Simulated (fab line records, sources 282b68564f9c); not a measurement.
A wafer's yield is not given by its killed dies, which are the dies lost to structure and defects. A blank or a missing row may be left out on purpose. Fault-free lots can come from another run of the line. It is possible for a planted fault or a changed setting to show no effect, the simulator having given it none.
Split-lot study -- flow rit cmos -- 23 wafers read from 5 lots, route of 202 steps

ON THE SPLIT
At RIT_CONTACT_CVD_00 (deposits SiO2 from TEOS, target thk 400 nm, time 61 s), the setting time s was moved away from the recipe's 61 s on 9 of the 23 wafers read, by -13.2% to +9.8%. The other wafers ran this setting at the recipe's value.

There is no step in the file separating the split from the reading.

THE READING
CONTACT_TEOS_THK (nm), taken at RIT_CONTACT_THK_MEAS_01. Fault-free wafers of this fab line usually give 402 nm, standard deviation 4.7 nm.

wafer,"tool, chamber at the split","time s as run, s",against the recipe,"CONTACT_TEOS_THK, nm",against lot-mates on the recipe
L076.1,"pecvd-04, 2",61,recipe,399,-
L076.2,"pecvd-04, 0",61,recipe,398,-
L076.3,"pecvd-04, 1,2,1",61,recipe,402,-
L076.4,"pecvd-04, 1,2,1",61,recipe,405,-
L076.5,"pecvd-04, 1,2,1",61,recipe,406,-
L077.1,"pecvd-03, 0",61,recipe,398,-
L077.3,"pecvd-03, 0",52.97,-13.2%,355,-47
L077.4,"pecvd-03, 2",61,recipe,406,-
L077.5,"pecvd-03, 0",52.97,-13.2%,350,-52
L077.6,"pecvd-03, 2",52.97,-13.2%,353,-49
L080.2,"pecvd-03, 2",61,recipe,395,-
L080.3,"pecvd-03, 0",57.01,-6.5%,370,-30
L080.4,"pecvd-03, 1",61,recipe,404,-
L080.5,"pecvd-03, 0",57.01,-6.5%,378,-22
L080.6,"pecvd-03, 2",57.01,-6.5%,374,-26
L082.1,"pecvd-04, 1",66.98,+9.8%,441,+32
L082.2,"pecvd-04, 2",61,recipe,406,-
L082.3,"pecvd-04, 0,1",66.98,+9.8%,438,+28
L082.5,"pecvd-04, 0,1",66.98,+9.8%,443,+34
L082.6,"pecvd-04, 2",61,recipe,413,-
L085.1,"pecvd-04, 0",61,recipe,392,-
L085.3,"pecvd-04, 2",61,recipe,399,-
L085.4,"pecvd-04, 1",61,recipe,402,-
When a row names more than one chamber, that row covers several wafers, and the file does not tell which wafer ran in which chamber.

THE FIT
A straight line over all 23 wafers: CONTACT_TEOS_THK changes by +3.88 nm for each +1% of time s; r = +0.98; the points scatter about the line by 4.7 nm.
The same after taking each lot's own level away (the mean of its wafers on the recipe; 23 wafers): +3.56 nm for each +1%; r = +0.99; scatter 3.8 nm.
The reading moves by 47 nm for the largest change in time s, on that fit.
Across the lots, their own levels run from 397.7 to 409.5 nm, a range of 2.5 times the standard deviation given above.
The two slopes are in agreement: the lot-to-lot level therefore moves the slope only a little.
Check: with one of the wafers moved furthest among these (-13.2%) left out of the fit, the line predicts -48.2 nm for it against its lot-mates. It came out at -47 nm against them.

FURTHER SPLITS ON THESE WAFERS
These wafers also went through other splits before the reading. Each is held against what the fit with the lots' levels taken away leaves over:
other split on the same wafers,wafers away from the commonest value,r with CONTACT_TEOS_THK (lot level and that fit taken away)
RIT_PLDD_COAT_01 spin rpm,4,+0.17
RIT_PLDD_IMPLANT_08 energy kev,6,-0.04
RIT_SPACER_CVD_03 temp c,18,+0.11
RIT_NSD_IMPLANT_08 dose cm2,10,-0.21
RIT_PSD_IMPLANT_08 dose cm2,8,-0.24
RIT_SILICIDE_SPUTTER_01 chamber pressure pa,15,+0.03

THE WHOLE CHAIN: every reading that the file lists as answering this split, in the file's order
step,what it does,reading,change (the file's fit),r (the file's)
RIT_CONTACT_CVD_00,"deposits SiO2 from TEOS, target thk 400 nm, time 61 s","SiO2_of_CONTACT_CVD_00.thk nm (the simulator's own value, which no gauge read)",+3.7 nm for each +1% of the setting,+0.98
RIT_CONTACT_THK_MEAS_01,,CONTACT_TEOS_THK,+3.57 for each +1% of the setting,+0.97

THE FILE'S OWN FIT
CONTACT_TEOS_THK changes by +3.57 nm for each +1% of time s, r = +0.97.
